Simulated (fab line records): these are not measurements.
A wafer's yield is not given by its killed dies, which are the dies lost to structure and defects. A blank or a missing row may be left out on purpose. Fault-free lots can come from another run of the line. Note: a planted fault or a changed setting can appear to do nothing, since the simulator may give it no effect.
The tool behind it: which one? / flow berkeley_cmos170 / 39 wafers from 13 lots sampled at 5 of the route's 331 steps

## WHAT EACH GAUGE READ, for each wafer
UCB170_FIELD_THK_MEAS_02.
lot=L659; measured=day 5 13:46; on=film_metro-01; FIELD_OXIDE_THK (nm)=559 564 557
lot=L657; measured=day 5 13:51; on=film_metro-01; FIELD_OXIDE_THK (nm)=541 540 543
lot=L662; measured=day 5 13:54; on=film_metro-01; FIELD_OXIDE_THK (nm)=546 549 546
lot=L660; measured=day 5 13:47; on=film_metro-03; FIELD_OXIDE_THK (nm)=555 537 536
lot=L661; measured=day 5 13:51; on=film_metro-03; FIELD_OXIDE_THK (nm)=539 547 550
lot=L663; measured=day 6 09:00; on=film_metro-04; FIELD_OXIDE_THK (nm)=556 577 572
lot=L665; measured=day 7 00:44; on=film_metro-01; FIELD_OXIDE_THK (nm)=555 553 558
lot=L664; measured=day 7 00:46; on=film_metro-04; FIELD_OXIDE_THK (nm)=558 559 564
lot=L671; measured=day 8 03:28; on=film_metro-03; FIELD_OXIDE_THK (nm)=561 563 560
lot=L674; measured=day 8 22:33; on=film_metro-03; FIELD_OXIDE_THK (nm)=564 559 557
lot=L676; measured=day 9 09:40; on=film_metro-04; FIELD_OXIDE_THK (nm)=565 558 554
lot=L677; measured=day 9 09:40; on=film_metro-03; FIELD_OXIDE_THK (nm)=561 561 565
lot=L679; measured=day 10 01:31; on=film_metro-04; FIELD_OXIDE_THK (nm)=564 563 567

UCB170_CONTACT_CD_MEAS_15 targets a cd of 700 nm.
lot=L659; measured=day 8 17:19; on=cd_sem-02; cd_nm (nm)=701.2 699.6 700.2
lot=L657; measured=day 8 13:01; on=cd_sem-01; cd_nm (nm)=699.5 699.7 700.3
lot=L662; measured=day 8 12:53; on=cd_sem-02; cd_nm (nm)=699.4 700.3 701.6
lot=L660; measured=day 8 12:22; on=cd_sem-02; cd_nm (nm)=698.6 697.5 697.9
lot=L661; measured=day 8 12:37; on=cd_sem-02; cd_nm (nm)=697.8 698.5 697.3
lot=L663; measured=day 9 06:09; on=cd_sem-01; cd_nm (nm)=703.4 702.8 703.6
lot=L665; measured=day 9 17:40; on=cd_sem-02; cd_nm (nm)=699.9 699.4 699.1
lot=L664; measured=day 9 16:25; on=cd_sem-02; cd_nm (nm)=699.5 700.5 699.7
lot=L671; measured=day 10 23:26; on=cd_sem-01; cd_nm (nm)=697.4 699.4 698.4
lot=L674; measured=day 12 01:14; on=cd_sem-02; cd_nm (nm)=699.7 700.3 701.0
lot=L676; measured=day 12 07:37; on=cd_sem-01; cd_nm (nm)=700.5 699.6 700.8
lot=L677; measured=day 12 08:40; on=cd_sem-02; cd_nm (nm)=700.7 699.1 699.8
lot=L679; measured=day 12 22:31; on=cd_sem-02; cd_nm (nm)=702.9 700.8 700.0

UCB170_M1_CD_MEAS_09 targets a cd of 700 nm.
lot=L659; measured=day 8 19:07; on=cd_sem-02; cd_nm (nm)=699.8 700.7 698.7
lot=L657; measured=day 8 15:44; on=cd_sem-01; cd_nm (nm)=699.9 698.8 699.8
lot=L662; measured=day 8 15:22; on=cd_sem-01; cd_nm (nm)=700.7 702.6 702.0
lot=L660; measured=day 8 14:43; on=cd_sem-01; cd_nm (nm)=697.8 698.1 698.3
lot=L661; measured=day 8 15:06; on=cd_sem-01; cd_nm (nm)=698.0 697.0 698.1
lot=L663; measured=day 9 10:14; on=cd_sem-01; cd_nm (nm)=699.6 698.6 699.0
lot=L665; measured=day 9 19:33; on=cd_sem-01; cd_nm (nm)=698.5 699.0 699.9
lot=L664; measured=day 9 18:26; on=cd_sem-02; cd_nm (nm)=699.5 698.6 699.6
lot=L671; measured=day 11 01:35; on=cd_sem-02; cd_nm (nm)=698.9 686.4 696.2
lot=L674; measured=day 12 04:19; on=cd_sem-02; cd_nm (nm)=700.2 701.5 702.5
lot=L676; measured=day 12 09:32; on=cd_sem-02; cd_nm (nm)=697.8 699.1 697.3
lot=L677; measured=day 12 10:37; on=cd_sem-01; cd_nm (nm)=700.2 698.5 700.0
lot=L679; measured=day 13 00:28; on=cd_sem-01; cd_nm (nm)=698.9 700.0 699.3

## WHICH TOOL RAN EACH LOT (tool, then ch and the chambers of the sampled wafers, then the start)
lot=L659; UCB170_PFIELD_STRIP_08=plasma_asher-04 ch 0,1, day 5 06:01; UCB170_M1_EXPOSE_06=krf_scanner-02 ch 0, day 8 18:44
lot=L657; UCB170_PFIELD_STRIP_08=plasma_asher-01 ch 0,1, day 5 06:19; UCB170_M1_EXPOSE_06=krf_scanner-02 ch 0, day 8 14:58
lot=L662; UCB170_PFIELD_STRIP_08=plasma_asher-02 ch 0,1, day 5 10:26; UCB170_M1_EXPOSE_06=krf_scanner-01 ch 0, day 8 14:43
lot=L660; UCB170_PFIELD_STRIP_08=plasma_asher-01 ch 0,1, day 5 10:28; UCB170_M1_EXPOSE_06=krf_scanner-01 ch 0, day 8 13:59
lot=L661; UCB170_PFIELD_STRIP_08=plasma_asher-04 ch 0,1, day 5 10:32; UCB170_M1_EXPOSE_06=krf_scanner-02 ch 0, day 8 14:27
lot=L663; UCB170_PFIELD_STRIP_08=plasma_asher-01 ch 0,1, day 6 01:23; UCB170_M1_EXPOSE_06=krf_scanner-02 ch 0, day 9 09:47
lot=L665; UCB170_PFIELD_STRIP_08=plasma_asher-04 ch 0,1, day 6 15:43; UCB170_M1_EXPOSE_06=krf_scanner-02 ch 0, day 9 19:10
lot=L664; UCB170_PFIELD_STRIP_08=plasma_asher-04 ch 0,1, day 6 16:01; UCB170_M1_EXPOSE_06=krf_scanner-01 ch 0, day 9 18:02
lot=L671; UCB170_PFIELD_STRIP_08=plasma_asher-04 ch 0,1, day 7 19:08; UCB170_M1_EXPOSE_06=krf_scanner-02 ch 0, day 11 01:10
lot=L674; UCB170_PFIELD_STRIP_08=plasma_asher-04 ch 0,1, day 8 16:47; UCB170_M1_EXPOSE_06=krf_scanner-01 ch 0, day 12 03:16
lot=L676; UCB170_PFIELD_STRIP_08=plasma_asher-02 ch 0,1, day 9 00:04; UCB170_M1_EXPOSE_06=krf_scanner-01 ch 0, day 12 09:09
lot=L677; UCB170_PFIELD_STRIP_08=plasma_asher-01 ch 0,1, day 9 00:16; UCB170_M1_EXPOSE_06=krf_scanner-01 ch 0, day 12 10:12
lot=L679; UCB170_PFIELD_STRIP_08=plasma_asher-04 ch 0,1, day 9 17:51; UCB170_M1_EXPOSE_06=krf_scanner-01 ch 0, day 13 00:04
- UCB170_PFIELD_STRIP_08: strips in O2.
- UCB170_M1_EXPOSE_06: exposes mask METAL1, target cd 700 nm.

## AS READ BY THE TOOLS THEMSELVES (means over the sampled wafers that have a number; for cases with no such wafer, the mark the record gives instead)
UCB170_PFIELD_STRIP_08.
lot=L659; tool=plasma_asher-04; drypump_motor_current_A (A)=5.8; oes_product_au (a.u.)=0.733; strip_time_to_endpoint_s (s)=21.68
lot=L657; tool=plasma_asher-01; drypump_motor_current_A (A)=5.5; oes_product_au (a.u.)=0.731; strip_time_to_endpoint_s (s)=21.65
lot=L662; tool=plasma_asher-02; drypump_motor_current_A (A)=6.1; oes_product_au (a.u.)=0.733; strip_time_to_endpoint_s (s)=21.64
lot=L660; tool=plasma_asher-01; drypump_motor_current_A (A)=5.8; oes_product_au (a.u.)=0.734; strip_time_to_endpoint_s (s)=21.75
lot=L661; tool=plasma_asher-04; drypump_motor_current_A (A)=5.8; oes_product_au (a.u.)=0.738; strip_time_to_endpoint_s (s)=21.67
lot=L663; tool=plasma_asher-01; drypump_motor_current_A (A)=5.5; oes_product_au (a.u.)=0.736; strip_time_to_endpoint_s (s)=21.73
lot=L665; tool=plasma_asher-04; drypump_motor_current_A (A)=5.9; oes_product_au (a.u.)=0.735; strip_time_to_endpoint_s (s)=21.65
lot=L664; tool=plasma_asher-04; drypump_motor_current_A (A)=5.8; oes_product_au (a.u.)=0.737; strip_time_to_endpoint_s (s)=21.67
lot=L671; tool=plasma_asher-04; drypump_motor_current_A (A)=5.7; oes_product_au (a.u.)=0.735; strip_time_to_endpoint_s (s)=21.64
lot=L674; tool=plasma_asher-04; drypump_motor_current_A (A)=5.9; oes_product_au (a.u.)=0.733; strip_time_to_endpoint_s (s)=21.71
lot=L676; tool=plasma_asher-02; drypump_motor_current_A (A)=5.9; oes_product_au (a.u.)=0.735; strip_time_to_endpoint_s (s)=21.67
lot=L677; tool=plasma_asher-01; drypump_motor_current_A (A)=5.8; oes_product_au (a.u.)=0.730; strip_time_to_endpoint_s (s)=21.74
lot=L679; tool=plasma_asher-04; drypump_motor_current_A (A)=5.8; oes_product_au (a.u.)=0.731; strip_time_to_endpoint_s (s)=21.67

UCB170_M1_EXPOSE_06.
lot=L659 tool=krf_scanner-02 exposure_dose_mJ_cm2=20.376
lot=L657 tool=krf_scanner-02 exposure_dose_mJ_cm2=20.383
lot=L662 tool=krf_scanner-01 exposure_dose_mJ_cm2=20.369
lot=L660 tool=krf_scanner-01 exposure_dose_mJ_cm2=20.355
lot=L661 tool=krf_scanner-02 exposure_dose_mJ_cm2=20.375
lot=L663 tool=krf_scanner-02 exposure_dose_mJ_cm2=20.384
lot=L665 tool=krf_scanner-02 exposure_dose_mJ_cm2=20.358
lot=L664 tool=krf_scanner-01 exposure_dose_mJ_cm2=20.370
lot=L671 tool=krf_scanner-02 exposure_dose_mJ_cm2=20.093
lot=L674 tool=krf_scanner-01 exposure_dose_mJ_cm2=20.382
lot=L676 tool=krf_scanner-01 exposure_dose_mJ_cm2=20.383
lot=L677 tool=krf_scanner-01 exposure_dose_mJ_cm2=20.381
lot=L679 tool=krf_scanner-01 exposure_dose_mJ_cm2=20.370

## THE ANSWER, worked out from the rows above alone
Rule: usual is defined by the lots themselves. Put in order of their means at a reading, lots are off if they are a third of the lots or fewer, leave a main group of 4 or more, and stand apart from it by a gap of 3 or more times the standard deviation of the main group's means; of several such gaps the widest counts. Not used: any main group whose means are identical at the precision the tables above print for the reading. A lot without any number at a reading at which 4 lots or more have one is off too. The other lots that the step has rows for count as sound. The gauges are gone through in route order, then the tools' own readings, and for those a lot's mean is taken as printed above. At the first step where some lot is off, the reading lying furthest off is the one used; lots without a number count as furthest.
Off: L671, at UCB170_M1_CD_MEAS_09 (cd_nm). Main group: mean 699.4 nm, sd 1.2.
A tool fits if, at a process step before that reading, it ran every lot that is off, and no sound lot after the first of them. The gauges at UCB170_M1_CD_MEAS_09 aren't tried: what is off there is off at UCB170_M1_EXPOSE_06 too, on other tools, and a gauge's error can't cause that. One candidate fits, namely krf_scanner-02 at UCB170_M1_EXPOSE_06. Its last sound lot is L665 (day 9 19:10), its first lot that is off L671 (day 11 01:10): a fault that began between those two fits.
On the lots that are off, the tool's own readings at UCB170_M1_EXPOSE_06 differ by more than 5 times the standard deviation of the sound lots' means, which bears it out; exposure_dose_mJ_cm2 reads 20.093 there versus 20.374 on the sound lots.

## WHAT THE SIMULATOR PUT IN
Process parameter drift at UCB170_M1_EXPOSE_06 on krf_scanner-02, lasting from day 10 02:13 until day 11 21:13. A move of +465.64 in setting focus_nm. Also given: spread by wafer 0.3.
Lots struck among those shown: L671. This agrees with what the rule above found.
